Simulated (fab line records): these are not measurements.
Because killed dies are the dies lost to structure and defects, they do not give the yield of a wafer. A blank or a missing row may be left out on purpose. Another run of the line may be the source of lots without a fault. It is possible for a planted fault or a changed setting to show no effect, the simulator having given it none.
One fault seen from 2 desks | flow rit cmos | each desk has only its own numbers; what lay behind them comes last

== AT THE METROLOGY DESK ==
Lot by lot, what the gauges showed, no matter which tool ran the lot: averages of those sampled wafers that carry a number. The brackets show how far a lot's mean lies from the usual mean; more than 4 standard deviations puts the lot out of limits, marked OUT.
Columns: A = FIELD_OXIDE_LEFT_1_THK at RIT_FOX2_THK_MEAS_90, usual 325 nm; B = NWELL_RS at RIT_WELLDRIVE_RS_MEAS_01, usual 273.0 ohm/sq; C = PWELL_RS at RIT_WELLDRIVE_RS_MEAS_02, usual 429.2 ohm/sq
lot  | first seen here | A   | B     | C
L211 | day 2 01:39     | 319 | 272.5 | 431.0
L213 | day 2 12:41     | 321 | 273.2 | 428.5
L214 | day 2 21:04     | 328 | 273.6 | 429.2
L215 | day 2 23:05     | 329 | 272.7 | 430.4
L216 | day 3 02:43     | 325 | 273.7 | 428.3
L217 | day 3 09:02     | 327 | 273.9 | 427.3
L218 | day 3 13:19     | 325 | 272.4 | 428.4
L219 | day 3 17:18     | 324 | 273.8 | 427.4
L221 | day 4 03:24     | 325 | 273.5 | 428.5
L226 | day 5 06:21     | 319 | 272.1 | 430.4
L227 | day 5 10:26     | 324 | 273.1 | 429.3
L228 | day 5 14:53     | 325 | 272.5 | 428.3
L233 | day 6 20:12     | 338 | 272.7 | 430.6
This desk's verdict: no lot among the 13 shows anything out of limits.

== AT THE TOOL OWNER'S DESK: plasma asher-04 ==
The tool's own readings at RIT_PRETRO_STRIP_09 (strips in O2, time 180 s): means of the sampled wafers that have a number, for each lot that ran on this tool. The brackets show how far a lot's mean lies from the usual mean; more than 4 standard deviations puts the lot out of limits, marked OUT.
Columns: A = drypump motor current A at RIT_PRETRO_STRIP_09, usual 5.8 A; B = run length s at RIT_PRETRO_STRIP_09, usual 208.4 s
lot  | first seen here | A   | B
L213 | day 3 01:13     | 6.0 | 207.9
L219 | day 4 04:54     | 6.0 | 208.1
L228 | day 6 03:45     | 5.6 | 27.6 (-99 or more) OUT
Finding of this desk: L228 out of limits; the first was L228 at day 6 03:45, on run length s at RIT_PRETRO_STRIP_09. In limits: L213, L219.

== PUT TOGETHER ==
At day 6 03:45, on L228, the tool owner's desk was in a position to raise an alarm.
Nothing out of limits was seen by the metrology desk.
The metrology desk has L228 on record, within its limits.
Of the lots named, all ran RIT_PRETRO_STRIP_09 on plasma asher-04.

== WHAT THE SIMULATOR HAD INSERTED ==
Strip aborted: plasma asher-04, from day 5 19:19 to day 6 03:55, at RIT_PRETRO_STRIP_09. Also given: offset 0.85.
Struck lots among those shown: L228.
Time in hours from fault onset to the first out-of-limits reading at each desk: the tool owner's desk, 8.
